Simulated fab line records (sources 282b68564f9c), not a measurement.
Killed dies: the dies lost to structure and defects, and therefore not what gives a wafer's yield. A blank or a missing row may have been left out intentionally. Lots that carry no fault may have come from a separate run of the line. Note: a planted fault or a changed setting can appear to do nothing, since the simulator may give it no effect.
Shared-tool check || flow rit_cmos || Sample size 13 lots and 39 wafers

## REASON IT WAS OPENED
RIT_GATE_THK_MEAS_09, reading GATE_POLY_THK: flagged on 1 of 13 lots. Fault-free wafers read 250.2 nm, with a standard deviation of 2.
Rule: flag the lot when none of its wafers has a number, or when each of its wafers that has one lies beyond 4 standard deviations from that mean. The other lots count as sound.

{"lot": "L305", "measured": "day 2 12:24", "on": "film_metro-02", "GATE_POLY_THK (nm), wafer by wafer": "251.6 250.4 249.5", "flag": ""}
{"lot": "L306", "measured": "day 2 17:50", "on": "film_metro-02", "GATE_POLY_THK (nm), wafer by wafer": "247.6 248.5 249.2", "flag": ""}
{"lot": "L307", "measured": "day 2 21:42", "on": "film_metro-02", "GATE_POLY_THK (nm), wafer by wafer": "251.2 249.8 250.1", "flag": ""}
{"lot": "L308", "measured": "day 3 06:01", "on": "film_metro-02", "GATE_POLY_THK (nm), wafer by wafer": "248.4 248.6 247.8", "flag": ""}
{"lot": "L309", "measured": "day 3 08:48", "on": "film_metro-01", "GATE_POLY_THK (nm), wafer by wafer": "252.9 253.5 251.0", "flag": ""}
{"lot": "L311", "measured": "day 3 18:19", "on": "film_metro-02", "GATE_POLY_THK (nm), wafer by wafer": "248.7 248.9 249.5", "flag": ""}
{"lot": "L313", "measured": "day 4 04:05", "on": "film_metro-02", "GATE_POLY_THK (nm), wafer by wafer": "247.1 246.1 247.8", "flag": ""}
{"lot": "L314", "measured": "day 4 08:46", "on": "film_metro-03", "GATE_POLY_THK (nm), wafer by wafer": "249.2 249.4 248.8", "flag": ""}
{"lot": "L316", "measured": "day 4 21:41", "on": "film_metro-01", "GATE_POLY_THK (nm), wafer by wafer": "249.7 248.1 251.4", "flag": ""}
{"lot": "L317", "measured": "day 5 00:22", "on": "film_metro-01", "GATE_POLY_THK (nm), wafer by wafer": "247.8 249.5 249.2", "flag": ""}
{"lot": "L318", "measured": "day 5 04:04", "on": "film_metro-01", "GATE_POLY_THK (nm), wafer by wafer": "250.7 252.2 250.1", "flag": ""}
{"lot": "L324", "measured": "day 6 12:05", "on": "film_metro-02", "GATE_POLY_THK (nm), wafer by wafer": "225.1 223.5 227.5", "flag": "FLAGGED"}
{"lot": "L326", "measured": "day 6 20:11", "on": "film_metro-02", "GATE_POLY_THK (nm), wafer by wafer": "248.6 245.7 247.5", "flag": ""}
Average over the flagged lots: 225.4 nm; offset from the usual -24.8 nm, equal to -12 standard deviations.

## LOT BY LOT: THE TOOL USED
The record keeps 1 process step preceding the reading, out of 202 steps on the route. Cell contents, in order: the tool; ch with the chambers the sampled wafers went through; the start.
{"lot": "L305", "flag": "", "RIT_GATE_CVD_08": "lpcvd-02 ch 0, day 2 09:58"}
{"lot": "L306", "flag": "", "RIT_GATE_CVD_08": "lpcvd-01 ch 0, day 2 15:25"}
{"lot": "L307", "flag": "", "RIT_GATE_CVD_08": "lpcvd-02 ch 1, day 2 20:05"}
{"lot": "L308", "flag": "", "RIT_GATE_CVD_08": "lpcvd-02 ch 1, day 3 03:35"}
{"lot": "L309", "flag": "", "RIT_GATE_CVD_08": "lpcvd-01 ch 1, day 3 06:22"}
{"lot": "L311", "flag": "", "RIT_GATE_CVD_08": "lpcvd-02 ch 0, day 3 16:40"}
{"lot": "L313", "flag": "", "RIT_GATE_CVD_08": "lpcvd-02 ch 0, day 4 02:28"}
{"lot": "L314", "flag": "", "RIT_GATE_CVD_08": "lpcvd-01 ch 1, day 4 06:19"}
{"lot": "L316", "flag": "", "RIT_GATE_CVD_08": "lpcvd-02 ch 1, day 4 20:04"}
{"lot": "L317", "flag": "", "RIT_GATE_CVD_08": "lpcvd-02 ch 1, day 4 22:44"}
{"lot": "L318", "flag": "", "RIT_GATE_CVD_08": "lpcvd-01 ch 1, day 5 02:26"}
{"lot": "L324", "flag": "FLAGGED", "RIT_GATE_CVD_08": "lpcvd-01 ch 0, day 6 10:27"}
{"lot": "L326", "flag": "", "RIT_GATE_CVD_08": "lpcvd-02 ch 0, day 6 18:34"}
These steps, and what they do:
- RIT_GATE_CVD_08: deposits poly-Si from SiH4, target thk 250 nm, time 2220 s.
- RIT_GATE_THK_MEAS_09

## FLAGGED OVER TOTAL, TOOL BY TOOL (the gauges that took the reading come last)
{"step": "RIT_GATE_CVD_08", "tool": "lpcvd-01", "lots run": 5, "flagged": 1, "share of the flagged lots": "all", "sound lots run after its first flagged lot": 0}
{"step": "RIT_GATE_CVD_08", "tool": "lpcvd-02", "lots run": 8, "flagged": 0, "share of the flagged lots": "none", "sound lots run after its first flagged lot": "-"}
{"step": "RIT_GATE_THK_MEAS_09", "tool": "film_metro-01", "lots run": 4, "flagged": 0, "share of the flagged lots": "none", "sound lots run after its first flagged lot": "-"}
{"step": "RIT_GATE_THK_MEAS_09", "tool": "film_metro-02", "lots run": 8, "flagged": 1, "share of the flagged lots": "all", "sound lots run after its first flagged lot": "1 (L326)"}
{"step": "RIT_GATE_THK_MEAS_09", "tool": "film_metro-03", "lots run": 1, "flagged": 0, "share of the flagged lots": "none", "sound lots run after its first flagged lot": "-"}

## WHAT IS ALLOWED BY THE TABLE
Rows of the table that ran all the flagged lots, 2 in number: lpcvd-01 at RIT_GATE_CVD_08; film_metro-02 at RIT_GATE_THK_MEAS_09.
- lpcvd-01 at RIT_GATE_CVD_08 ran 5 lots, 1 of them flagged. Last sound lot L318 at day 5 02:26, first flagged lot L324 at day 6 10:27; a fault beginning in between fits. Its own readings lie more than 4 standard deviations out on every wafer of the flagged lots: pressure_mtorr.
- film_metro-02 at RIT_GATE_THK_MEAS_09 ran 8 lots, 1 of them flagged. Lots that were sound ran on it after the first flagged one (L326); a persistent fault on the entire tool would not allow that.
Left over: one tool, lpcvd-01 at RIT_GATE_CVD_08.

## WHAT THE SIMULATOR HAD INSERTED
lpcvd-01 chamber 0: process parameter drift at RIT_GATE_CVD_08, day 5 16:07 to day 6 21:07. The setting pressure_mtorr was moved by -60, starting from 300. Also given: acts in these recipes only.
Struck lots among those shown: L324. The rule above reached the same finding.
